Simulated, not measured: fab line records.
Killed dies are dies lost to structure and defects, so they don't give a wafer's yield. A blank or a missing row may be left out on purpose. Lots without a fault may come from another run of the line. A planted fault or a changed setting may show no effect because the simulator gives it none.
A single fault, viewed from 2 desks -- flow rit cmos -- each desk has only its own numbers; what lay behind them comes last

THE TOOL OWNER'S DESK: implanter-02
For each lot that ran on this tool, the mean over its sampled wafers that have a number, from the tool's own readings at RIT_NWELL_IMPLANT_08. Any lot whose mean is over 4 standard deviations away from the usual mean is out of limits and marked OUT; that distance is given in the brackets.
Columns: A = beam energy keV at RIT_NWELL_IMPLANT_08, usual 170.01; B = dose ions cm2 at RIT_NWELL_IMPLANT_08, usual 4.876e+13; C = faraday current uA at RIT_NWELL_IMPLANT_08, usual 155
lot,first seen here,A,B,C
L474,day 3 22:37,170.05,4.872e+13,152
L475,day 4 03:41,176.37 (+99 or more) OUT,4.878e+13,151
L476,day 4 09:58,176.30 (+99 or more) OUT,4.868e+13,157
Finding of this desk: L475, L476 out of limits; the first was L475 at day 4 03:41, on beam energy keV at RIT_NWELL_IMPLANT_08. L474 stayed within limits.

AT THE METROLOGY DESK
What the gauges read, lot by lot, whatever tool the lot ran on: means of the sampled wafers that have a number. Any lot whose mean is over 4 standard deviations away from the usual mean is out of limits and marked OUT; that distance is given in the brackets.
Columns: A = FOX2_OXIDE_THK at RIT_FOX2_THK_MEAS_01, usual 361 nm; B = FIELD_OXIDE_LEFT_1_THK at RIT_FOX2_THK_MEAS_90, usual 334 nm; C = NWELL_OVL at RIT_NWELL_OVL_MEAS_06, usual 0.4 nm
lot,first seen here,A,B,C
L470,day 3 00:22,357,329,-0.3
L474,day 3 20:23,360,333,-1.1
L475,day 4 01:31,358,331,0.6
L476,day 4 07:43,367,339,0.6
L480,day 5 03:14,368,341,-0.5
L485,day 6 03:26,366,338,0.4
Finding of this desk: none of the 6 lots has anything out of limits.

TAKEN TOGETHER
On L475, L476, at day 4 03:41, an alarm was possible from the tool owner's desk.
At the metrology desk, nothing out of limits was observed.
The metrology desk has L475, L476 on record, within its limits.
All the named lots went through RIT_NWELL_IMPLANT_08 on implanter-02.

WHAT WAS PUT IN BY THE SIMULATOR
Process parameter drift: implanter-02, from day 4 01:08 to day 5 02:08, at RIT_NWELL_IMPLANT_08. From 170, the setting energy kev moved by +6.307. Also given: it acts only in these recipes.
Lots struck among those shown: L475, L476.
Time in hours from fault onset to the first out-of-limits reading at each desk: the tool owner's desk, 3.
